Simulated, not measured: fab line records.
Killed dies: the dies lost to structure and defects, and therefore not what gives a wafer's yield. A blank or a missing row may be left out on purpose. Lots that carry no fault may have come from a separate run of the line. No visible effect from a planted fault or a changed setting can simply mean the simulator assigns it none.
The same fault as seen by 2 desks / flow berkeley-cmos170 / every desk sees just its own numbers, and what lay behind them comes last

AT THE TOOL OWNER'S DESK: implanter-02
The tool's own readings at UCB170_PLDD_IMPLANT_08: means of the sampled wafers that have a number, for each lot that ran on this tool. Marked OUT: a lot whose mean sits more than 4 standard deviations from the usual mean, which makes it out of limits; the brackets give that distance.
Columns: A = dose-ions-cm2 at UCB170_PLDD_IMPLANT_08, usual 5.001e+13; B = faraday-current-uA at UCB170_PLDD_IMPLANT_08, usual 158.5
lot=L456; first seen here=day 7 14:35; A=4.998e+13; B=159.8
lot=L459; first seen here=day 7 18:56; A=5.001e+13; B=157.8
lot=L464; first seen here=day 8 22:56; A=4.507e+13 (-91) OUT; B=141.7 (-5.8) OUT
lot=L465; first seen here=day 8 23:51; A=4.494e+13 (-94) OUT; B=144.3 (-4.9) OUT
This desk's verdict: out of limits on L464, L465, starting with L464 at day 8 22:56 (dose-ions-cm2 at UCB170_PLDD_IMPLANT_08). L456, L459: within limits.

THE METROLOGY DESK
What the gauges read for every lot (on any tool): the sampled wafers with a number, averaged. Marked OUT: a lot whose mean sits more than 4 standard deviations from the usual mean, which makes it out of limits; the brackets give that distance.
Columns: A = SCREENOX_OXIDE_THK at UCB170_SCREENOX_THK_MEAS_02, usual 14.32 nm; B = cd-nm at UCB170_GATE_CD_MEAS_90, usual 349.5 nm; C = PLDD_OVL at UCB170_PLDD_OVL_MEAS_07, usual 0 nm; D = PLDD_RS at UCB170_SDANNEAL_RS_MEAS_04, usual 1032.1 ohm/sq
lot=L456; first seen here=day 6 08:42; A=14.45; B=351.2; C=1; D=1030.7
lot=L457; first seen here=day 6 08:42; A=14.41; B=349.3; C=3; D=1032.0
lot=L458; first seen here=day 6 20:29; A=14.71; B=348.8; C=-9; D=1026.6
lot=L459; first seen here=day 6 20:29; A=14.71; B=350.0; C=1; D=1034.5
lot=L460; first seen here=day 6 20:29; A=14.53; B=349.2; C=8; D=1035.6
lot=L462; first seen here=day 7 12:11; A=14.29; B=347.9; C=0; D=1033.5
lot=L464; first seen here=day 7 21:43; A=14.28; B=348.4; C=9; D=1070.7 (+15) OUT
lot=L465; first seen here=day 7 21:47; A=14.13; B=351.2; C=-4; D=1075.2 (+17) OUT
lot=L470; first seen here=day 9 03:55; A=14.76; B=349.0; C=-4; D=1030.4
lot=L471; first seen here=day 9 03:56; A=14.12; B=350.0; C=5; D=1032.2
lot=L472; first seen here=day 9 03:59; A=14.42; B=349.4; C=-3; D=1029.8
lot=L474; first seen here=day 9 18:30; A=14.35; B=351.2; C=1; D=1032.4
lot=L479; first seen here=day 10 15:16; A=14.27; B=347.8; C=-2; D=1031.7
lot=L478; first seen here=day 10 23:32; A=14.41; B=349.2; C=-1; D=1030.9
Per this desk, out of limits: L464, L465; the first was L464, day 9 14:48 (PLDD_RS at UCB170_SDANNEAL_RS_MEAS_04). L456, L457, L458, L459, L460, L462, L470, L471, L472, L474, L479, L478: within limits.

BROUGHT TOGETHER
The tool owner's desk had the chance to raise an alarm at day 8 22:56 on L464, L465.
L464, L465 would have let the metrology desk raise an alarm at day 9 14:48.
Of the lots named, all ran UCB170_PLDD_IMPLANT_08 on implanter-02.

WHAT THE SIMULATOR HAD INSERTED
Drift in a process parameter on implanter-02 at UCB170_PLDD_IMPLANT_08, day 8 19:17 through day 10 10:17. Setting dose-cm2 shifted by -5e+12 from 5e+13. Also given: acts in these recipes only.
Shown lots that were struck: L464, L465.
Delay (hours) between the fault's onset and each desk's first out-of-limits reading: 4 at the tool owner's desk, 20 at the metrology desk.
